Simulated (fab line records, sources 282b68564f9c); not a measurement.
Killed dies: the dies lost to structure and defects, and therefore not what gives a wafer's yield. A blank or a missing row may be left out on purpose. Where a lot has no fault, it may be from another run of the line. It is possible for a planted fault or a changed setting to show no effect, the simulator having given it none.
Which tool was responsible? :: flow ritCmos :: 21 wafers from 7 lots sampled at 2 of the route's 202 steps

## WHAT THE GAUGES SHOWED, per wafer
RIT_GATE_THK_MEAS_07.
lot: L815
measured: day 3 01:11
on: filmMetro-02
GATE_OXIDE_THK (nm): 2.97 3.03 2.91

lot: L818
measured: day 3 15:59
on: filmMetro-01
GATE_OXIDE_THK (nm): 3.11 3.05 3.06

lot: L820
measured: day 4 02:47
on: filmMetro-02
GATE_OXIDE_THK (nm): 3.16 3.05 3.05

lot: L823
measured: day 4 16:17
on: filmMetro-02
GATE_OXIDE_THK (nm): 2.95 2.98 2.97

lot: L825
measured: day 5 02:38
on: filmMetro-02
GATE_OXIDE_THK (nm): 3.00 3.00 3.09

lot: L829
measured: day 6 00:22
on: filmMetro-02
GATE_OXIDE_THK (nm): 3.90 3.78 3.89

lot: L833
measured: day 6 18:47
on: filmMetro-03
GATE_OXIDE_THK (nm): 3.82 3.74 3.80

## WHAT TOOL EACH LOT RAN ON (gives the tool, then ch and the chambers of the sampled wafers, and finally the start)
lot: L815
RIT_GATE_OXIDATION_05: furnace-04 ch 0, day 2 22:43

lot: L818
RIT_GATE_OXIDATION_05: furnace-02 ch 0, day 3 14:39

lot: L820
RIT_GATE_OXIDATION_05: furnace-02 ch 0, day 4 01:28

lot: L823
RIT_GATE_OXIDATION_05: furnace-02 ch 0, day 4 14:56

lot: L825
RIT_GATE_OXIDATION_05: furnace-02 ch 0, day 5 01:17

lot: L829
RIT_GATE_OXIDATION_05: furnace-02 ch 0, day 5 23:02

lot: L833
RIT_GATE_OXIDATION_05: furnace-02 ch 0, day 6 17:16
- RIT_GATE_OXIDATION_05: target thk 3 nm, ox time 270 s.

## THE ANSWER, worked out from the rows above alone
Rule: the usual values come from the lots themselves. Put in order of their means at a reading, lots are off if they are a third of the lots or fewer, leave a main group of 4 or more, and stand apart from it by a gap of 3 or more times the standard deviation of the main group's means; of several such gaps the widest counts. A main group is skipped when, at the precision printed for the reading in the tables above, its means are all equal. A lot without any number at a reading at which 4 lots or more have one is off too. Any other lot the step has rows for is counted as sound.
Off: L829, L833, seen at RIT_GATE_THK_MEAS_07 (GATE_OXIDE_THK). For the main group the mean is 3.03 nm and the standard deviation 0.05.
A tool fits if, at a process step before that reading, it ran every lot that is off, and no sound lot after the first of them. Those tools and the gauges at RIT_GATE_THK_MEAS_07 are tried in the same way. One candidate fits, namely furnace-02 at RIT_GATE_OXIDATION_05. Its last sound lot is L825 (day 5 01:17), its first lot that is off L829 (day 5 23:02): a fault that began between those two fits.

## WHAT THE SIMULATOR HAD PUT IN
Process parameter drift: furnace-02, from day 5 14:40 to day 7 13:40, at RIT_GATE_OXIDATION_05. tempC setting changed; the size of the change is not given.
Struck lots among those shown: L829, L833. The rule above reached the same finding.
